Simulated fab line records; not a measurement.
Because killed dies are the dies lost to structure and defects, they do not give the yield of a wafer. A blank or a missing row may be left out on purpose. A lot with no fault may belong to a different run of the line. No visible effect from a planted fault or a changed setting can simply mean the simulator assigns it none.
Split-lot experiment :: flow berkeley cmos170 :: 23 wafers read from 5 lots, route of 331 steps

## ABOUT THE SPLIT
At UCB170_BACKSIDE_STRIP_03 (strips in O2), the setting power w was moved away from the recipe's 400 W on 11 of the 23 wafers read, by -9.3% to -5.1%. The other wafers ran this setting at the recipe's value.

The split's own step is where the reading is taken.

## THE READING
oes product au, in a.u., at UCB170_BACKSIDE_STRIP_03 (strips in O2). A value of 0.734 a.u. with a standard deviation of 0.0044 a.u. is what fault-free wafers of this fab line usually give.

wafer: L075.1
tool, chamber at the split: plasma asher-04, 0
power w as run, W: 400
against the recipe: recipe
oes product au, a.u.: 0.734
against lot-mates on the recipe: -

wafer: L075.2
tool, chamber at the split: plasma asher-04, 1
power w as run, W: 400
against the recipe: recipe
oes product au, a.u.: 0.735
against lot-mates on the recipe: -

wafer: L075.3
tool, chamber at the split: plasma asher-04, 0
power w as run, W: 400
against the recipe: recipe
oes product au, a.u.: 0.738
against lot-mates on the recipe: -

wafer: L074.1
tool, chamber at the split: plasma asher-02, 1
power w as run, W: 369.7
against the recipe: -7.6%
oes product au, a.u.: 0.702
against lot-mates on the recipe: -0.032

wafer: L074.2
tool, chamber at the split: plasma asher-02, 0
power w as run, W: 369.7
against the recipe: -7.6%
oes product au, a.u.: 0.703
against lot-mates on the recipe: -0.031

wafer: L074.4
tool, chamber at the split: plasma asher-02, 0
power w as run, W: 369.7
against the recipe: -7.6%
oes product au, a.u.: 0.697
against lot-mates on the recipe: -0.037

wafer: L074.5
tool, chamber at the split: plasma asher-02, 1
power w as run, W: 400
against the recipe: recipe
oes product au, a.u.: 0.730
against lot-mates on the recipe: -

wafer: L074.6
tool, chamber at the split: plasma asher-02, 0
power w as run, W: 400
against the recipe: recipe
oes product au, a.u.: 0.738
against lot-mates on the recipe: -

wafer: L081.1
tool, chamber at the split: plasma asher-04, 0
power w as run, W: 400
against the recipe: recipe
oes product au, a.u.: 0.732
against lot-mates on the recipe: -

wafer: L081.2
tool, chamber at the split: plasma asher-04, 1
power w as run, W: 400
against the recipe: recipe
oes product au, a.u.: 0.729
against lot-mates on the recipe: -

wafer: L081.4
tool, chamber at the split: plasma asher-04, 0
power w as run, W: 400
against the recipe: recipe
oes product au, a.u.: 0.737
against lot-mates on the recipe: -

wafer: L081.5
tool, chamber at the split: plasma asher-04, 0
power w as run, W: 379.7
against the recipe: -5.1%
oes product au, a.u.: 0.710
against lot-mates on the recipe: -0.023

wafer: L081.6
tool, chamber at the split: plasma asher-04, 1
power w as run, W: 379.7
against the recipe: -5.1%
oes product au, a.u.: 0.720
against lot-mates on the recipe: -0.013

wafer: L080.1
tool, chamber at the split: plasma asher-04, 1
power w as run, W: 377.3
against the recipe: -5.7%
oes product au, a.u.: 0.713
against lot-mates on the recipe: -0.023

wafer: L080.2
tool, chamber at the split: plasma asher-04, 0
power w as run, W: 400
against the recipe: recipe
oes product au, a.u.: 0.736
against lot-mates on the recipe: -

wafer: L080.3
tool, chamber at the split: plasma asher-04, 1
power w as run, W: 377.3
against the recipe: -5.7%
oes product au, a.u.: 0.710
against lot-mates on the recipe: -0.026

wafer: L080.4
tool, chamber at the split: plasma asher-04, 0
power w as run, W: 377.3
against the recipe: -5.7%
oes product au, a.u.: 0.711
against lot-mates on the recipe: -0.025

wafer: L080.5
tool, chamber at the split: plasma asher-04, 0
power w as run, W: 400
against the recipe: recipe
oes product au, a.u.: 0.737
against lot-mates on the recipe: -

wafer: L082.1
tool, chamber at the split: plasma asher-02, 1
power w as run, W: 362.9
against the recipe: -9.3%
oes product au, a.u.: 0.696
against lot-mates on the recipe: -0.038

wafer: L082.2
tool, chamber at the split: plasma asher-02, 0
power w as run, W: 362.9
against the recipe: -9.3%
oes product au, a.u.: 0.706
against lot-mates on the recipe: -0.028

wafer: L082.3
tool, chamber at the split: plasma asher-02, 0
power w as run, W: 400
against the recipe: recipe
oes product au, a.u.: 0.735
against lot-mates on the recipe: -

wafer: L082.4
tool, chamber at the split: plasma asher-02, 1
power w as run, W: 362.9
against the recipe: -9.3%
oes product au, a.u.: 0.697
against lot-mates on the recipe: -0.037

wafer: L082.6
tool, chamber at the split: plasma asher-02, 1
power w as run, W: 400
against the recipe: recipe
oes product au, a.u.: 0.732
against lot-mates on the recipe: -

THE FIT
A straight line over all 23 wafers: oes product au changes by +0.004 a.u. for each +1% of power w; r = +0.97; the points scatter about the line by 0.0037 a.u.
The same after taking each lot's own level away (the mean of its wafers on the recipe; 23 wafers): +0.00396 a.u. for each +1%; r = +0.97; scatter 0.0038 a.u.
That fit puts the effect of the largest move of power w on the reading at 0.037 a.u.
Measured against the standard deviation above, the lots' own levels, which go from 0.7327 to 0.7365 a.u., span 0.9 times it.
So the lot-to-lot level changes the slope little: the two slopes agree.
Check: for one of the wafers moved furthest among these (-9.3%), held out of the fit, the line's prediction against its lot-mates is -0.0368 a.u. It came out at -0.0375 a.u. against them.
Tool readings at the split's step, against how far the setting was moved: oes product au r = +0.97; strip time to endpoint s r = -0.99.

## ADDITIONAL SPLITS CARRIED BY THESE WAFERS
Note: prior to the reading, these wafers also went through further splits. Each is held against what the fit with the lots' levels taken away leaves over:
other split on the same wafers: UCB170_SPACER_CVD_00 time s
wafers away from the commonest value: 8
r with oes product au (lot level and that fit taken away): +0.02

other split on the same wafers: UCB170_PSD_IMPLANT_08 dose cm2
wafers away from the commonest value: 8
r with oes product au (lot level and that fit taken away): +0.16

## THE WHOLE CHAIN: every reading that the file lists as answering this split, in the file's order
step: UCB170_BACKSIDE_STRIP_03
what it does: strips in O2
reading: oes product au
change (the file's fit): +0.00396 a.u. for each +1% of the setting
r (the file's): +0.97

step: UCB170_BACKSIDE_STRIP_03
what it does: strips in O2
reading: strip time to endpoint s
change (the file's fit): withheld for each +1% of the setting
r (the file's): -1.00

## FILE'S OWN FIT
oes product au changes by +0.00396 a.u. for each +1% of power w, r = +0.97.
